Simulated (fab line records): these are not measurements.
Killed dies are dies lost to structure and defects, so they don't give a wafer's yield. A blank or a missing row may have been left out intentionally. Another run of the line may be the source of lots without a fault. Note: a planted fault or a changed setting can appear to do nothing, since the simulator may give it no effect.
Which tool was responsible?	flow berkeley-cmos170	Sampling: 6 lots, 18 wafers, 2 of 331 route steps

## WHAT THE GAUGES READ, wafer by wafer
UCB170_ACTIVE_OVL_MEAS_14.
lot	measured	on	ACTIVE_OVL (nm)
L123	day 4 15:11	overlay-02	9 2 3
L125	day 4 23:15	overlay-01	-1 -1 2
L130	day 5 22:56	overlay-02	-211 -216 -213
L135	day 6 23:43	overlay-01	-1 -7 -2
L141	day 8 01:22	overlay-02	2 -3 -1
L143	day 8 22:13	overlay-01	3 10 2

## WHICH TOOL RAN EACH LOT (tool, then ch and the chambers of the sampled wafers, then the start)
lot	UCB170_ACTIVE_EXPOSE_10
L123	krf-scanner-02 ch 0, day 4 14:27
L125	krf-scanner-02 ch 0, day 4 22:05
L130	krf-scanner-02 ch 0, day 5 22:05
L135	krf-scanner-01 ch 0, day 6 23:13
L141	krf-scanner-01 ch 0, day 8 00:54
L143	krf-scanner-01 ch 0, day 8 21:44
- UCB170_ACTIVE_EXPOSE_10: exposes mask ACTIVE, target cd 1200 nm.

## THE ANSWER, worked out from the rows above alone
Rule: the usual values come from the lots themselves. The widest of any qualifying gaps counts: lots, ordered by their means at a reading, are off when they make up no more than a third of the lots, leave a main group of 4 or more, and stand apart from it by 3 or more times the standard deviation of that group's means. Not used: any main group whose means are identical at the precision the tables above print for the reading. Also off: a lot with no number at a reading for which 4 or more lots have one. The other lots that the step has rows for count as sound.
Off: at UCB170_ACTIVE_OVL_MEAS_14 (ACTIVE_OVL), L130. The main group: mean 1 nm, standard deviation 3.2.
A tool fits if, at a process step before that reading, it ran every lot that is off, and no sound lot after the first of them. Gauges at UCB170_ACTIVE_OVL_MEAS_14: tried the same way as those tools. One fits: UCB170_ACTIVE_EXPOSE_10 on krf-scanner-02. Its last sound lot is L125 (day 4 22:05), its first lot that is off L130 (day 5 22:05): a fault that began between those two fits.

## WHAT THE SIMULATOR HAD PUT IN
Scanner matching overlay: krf-scanner-02, from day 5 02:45 on, at UCB170_ACTIVE_EXPOSE_10. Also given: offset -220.
Struck lots among those shown: L130. The rule given above showed the same thing.
